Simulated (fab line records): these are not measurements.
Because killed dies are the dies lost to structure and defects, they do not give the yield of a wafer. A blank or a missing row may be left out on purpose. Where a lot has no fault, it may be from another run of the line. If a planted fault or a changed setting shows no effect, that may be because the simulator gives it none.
Split-lot experiment -- flow rit-cmos -- on a route of 202 steps: 5 lots, 23 wafers read

SPLIT DETAILS
At RIT_NWELL_IMPLANT_08, the setting energy-kev was moved away from the recipe's 170 on 11 of the 23 wafers read, by -3.1% to +5.8%. The other wafers ran this setting at the recipe's value.

The reading comes from the split's own step.

THE READING
The simulator's own value implant.drp-nm, read by no gauge, in nm at RIT_NWELL_IMPLANT_08. The file gives no usual value for it.

wafer,"tool, chamber at the split",energy-kev as run,against the recipe,"implant.drp-nm, nm",against lot-mates on the recipe
L075.1,"implanter-01, 0",170,recipe,68.82,-
L075.2,"implanter-01, 0",170,recipe,68.82,-
L075.4,"implanter-01, 0",170,recipe,68.82,-
L075.3,"implanter-01, 0",173.3,+1.9%,69.82,+1.00
L075.6,"implanter-01, 0",173.3,+1.9%,69.82,+1.00
L076.1,"implanter-01, 0",164.8,-3.1%,67.27,-1.55
L076.4,"implanter-01, 0",164.8,-3.1%,67.27,-1.55
L076.5,"implanter-01, 0",164.8,-3.1%,67.27,-1.55
L076.2,"implanter-01, 0",170,recipe,68.82,-
L076.6,"implanter-01, 0",170,recipe,68.82,-
L081.1,"implanter-02, 0",170,recipe,68.82,-
L081.6,"implanter-02, 0",170,recipe,68.82,-
L081.2,"implanter-02, 0",175.2,+3.1%,70.4,+1.58
L081.3,"implanter-02, 0",175.2,+3.1%,70.4,+1.58
L081.4,"implanter-02, 0",175.2,+3.1%,70.4,+1.58
L083.1,"implanter-01, 0",179.9,+5.8%,71.8,+2.98
L083.4,"implanter-01, 0",179.9,+5.8%,71.8,+2.98
L083.5,"implanter-01, 0",179.9,+5.8%,71.8,+2.98
L083.3,"implanter-01, 0",170,recipe,68.82,-
L083.6,"implanter-01, 0",170,recipe,68.82,-
L085.1,"implanter-03, 0",170,recipe,68.82,-
L085.2,"implanter-03, 0",170,recipe,68.82,-
L085.5,"implanter-03, 0",170,recipe,68.82,-

FIT RESULTS
A straight line over all 23 wafers: implant.drp-nm changes by +0.511 nm for each +1% of energy-kev; r = +1.00; the points scatter about the line by 0.0067 nm.
The same after taking each lot's own level away (the mean of its wafers on the recipe; 23 wafers): +0.511 nm for each +1%; r = +1.00; scatter 0.0067 nm.
The reading moves by 3 nm for the largest change in energy-kev, on that fit.
The lots' own levels span 68.820 to 68.820 nm.
The two slopes agree, so the slope changes little with the lot-to-lot level.
Check: with one of the wafers moved furthest among these (+5.8%) left out of the fit, the line predicts +2.98 nm for it against its lot-mates. Against them it came out at +2.98 nm.

THESE WAFERS: OTHER SPLITS
Note: prior to the reading, these wafers also went through further splits. Each is held against what the fit with the lots' levels taken away leaves over:
other split on the same wafers,wafers away from the commonest value,r with implant.drp-nm (lot level and that fit taken away)
RIT_ACTIVE_OXIDATION_01 ox-time-s,15,-0.01
RIT_ACTIVE_EXPOSE_08 dose-mj,5,-0.09
RIT_ACTIVE_ETCH_13 rf-w,12,-0.41
RIT_NWELL_COAT_01 resist-thk-nm,8,+0.08

THE WHOLE CHAIN: every reading that the file lists as answering this split, in the file's order
step,what it does,reading,change (the file's fit),r (the file's)
RIT_NWELL_IMPLANT_08,,"implant.rp-nm (the simulator's own value, which no gauge read)",+2.23 nm for each +1% of the setting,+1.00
RIT_NWELL_IMPLANT_08,,"implant.drp-nm (the simulator's own value, which no gauge read)",+0.512 nm for each +1% of the setting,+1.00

FILE'S OWN FIT
implant.drp-nm changes by +0.512 nm for each +1% of energy-kev, r = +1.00.
